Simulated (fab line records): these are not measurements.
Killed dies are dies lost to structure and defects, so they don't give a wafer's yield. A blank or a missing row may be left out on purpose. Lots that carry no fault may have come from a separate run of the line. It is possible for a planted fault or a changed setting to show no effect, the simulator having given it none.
Split-lot trial    flow ritCmos    23 wafers read from 5 lots, route of 202 steps

== THE SPLIT ==
At RIT_PRETRO_IMPLANT_08, the setting energyKev was moved away from the recipe's 45 on 7 of the 23 wafers read, by -5.0% to +2.0%. This setting was run at the recipe's value on the other wafers.

The reading is taken at the split's own step.

== THE READING ==
In nm, at RIT_PRETRO_IMPLANT_08: implant.drpNm, which is the simulator's own figure and was read by no gauge. No usual value for it is given in the file.

wafer   tool, chamber at the split  energyKev as run  against the recipe  implant.drpNm, nm  against lot-mates on the recipe
L078.1  implanter-02, 0             45                recipe              55.07              -
L078.3  implanter-02, 0             45                recipe              55.07              -
L078.5  implanter-02, 0             45                recipe              55.07              -
L079.1  implanter-04, 0             45                recipe              55.07              -
L079.3  implanter-04, 0             45                recipe              55.07              -
L079.4  implanter-04, 0             45                recipe              55.07              -
L079.5  implanter-04, 0             42.77             -5.0%               53.42              -1.65
L079.6  implanter-04, 0             42.77             -5.0%               53.42              -1.65
L080.1  implanter-04, 0             45                recipe              55.07              -
L080.3  implanter-04, 0             45                recipe              55.07              -
L080.4  implanter-04, 0             45                recipe              55.07              -
L080.5  implanter-04, 0             45                recipe              55.07              -
L080.6  implanter-04, 0             45                recipe              55.07              -
L082.1  implanter-02, 0             45                recipe              55.07              -
L082.5  implanter-02, 0             45                recipe              55.07              -
L082.6  implanter-02, 0             45                recipe              55.07              -
L082.2  implanter-02, 0             45.75             +1.7%               55.61              +0.54
L082.4  implanter-02, 0             45.75             +1.7%               55.61              +0.54
L084.1  implanter-02, 0             45                recipe              55.07              -
L084.6  implanter-02, 0             45                recipe              55.07              -
L084.3  implanter-02, 0             45.92             +2.0%               55.74              +0.67
L084.4  implanter-02, 0             45.92             +2.0%               55.74              +0.67
L084.5  implanter-02, 0             45.92             +2.0%               55.74              +0.67

FIT RESULTS
A straight line over all 23 wafers: implant.drpNm changes by +0.331 nm for each +1% of energyKev; r = +1.00; the points scatter about the line by 0.0045 nm.
The same after taking each lot's own level away (the mean of its wafers on the recipe; 23 wafers): +0.331 nm for each +1%; r = +1.00; scatter 0.0045 nm.
On that fit, the largest move of energyKev shifts the reading by 1.6 nm.
The lots' own levels span 55.070 to 55.070 nm.
The two slopes are in agreement: the lot-to-lot level therefore moves the slope only a little.
Check: with one of the wafers moved furthest among these (-5.0%) left out of the fit, the line predicts -1.64 nm for it against its lot-mates. It came out at -1.65 nm against them.

== ADDITIONAL SPLITS CARRIED BY THESE WAFERS ==
Before the reading, these wafers also passed through other splits. Each is held against what the fit with the lots' levels taken away leaves over:
other split on the same wafers   wafers away from the commonest value  r with implant.drpNm (lot level and that fit taken away)
RIT_ACTIVE_COAT_06 resistThkNm   7                                     +0.01
RIT_ACTIVE_EXPOSE_08 doseMj      8                                     +0.30
RIT_FOX1_OXIDATION_00 oxTimeS    15                                    -0.18
RIT_FOX2_OXIDATION_00 tempC      15                                    +0.32
RIT_NWELL_IMPLANT_08 doseCm2     7                                     +0.20
RIT_PWELL_IMPLANT_08 energyKev   9                                     -0.18
RIT_NRETRO_IMPLANT_08 energyKev  6                                     +0.21

== THE WHOLE CHAIN: every reading that the file lists as answering this split, in the file's order ==
step                   what it does  reading                                                         change (the file's fit)                r (the file's)
RIT_PRETRO_IMPLANT_08                implant.rpNm (the simulator's own value, which no gauge read)   +1.37 nm for each +1% of the setting   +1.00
RIT_PRETRO_IMPLANT_08                implant.drpNm (the simulator's own value, which no gauge read)  +0.331 nm for each +1% of the setting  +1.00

== FILE'S OWN FIT ==
implant.drpNm changes by +0.331 nm for each +1% of energyKev, r = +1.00.
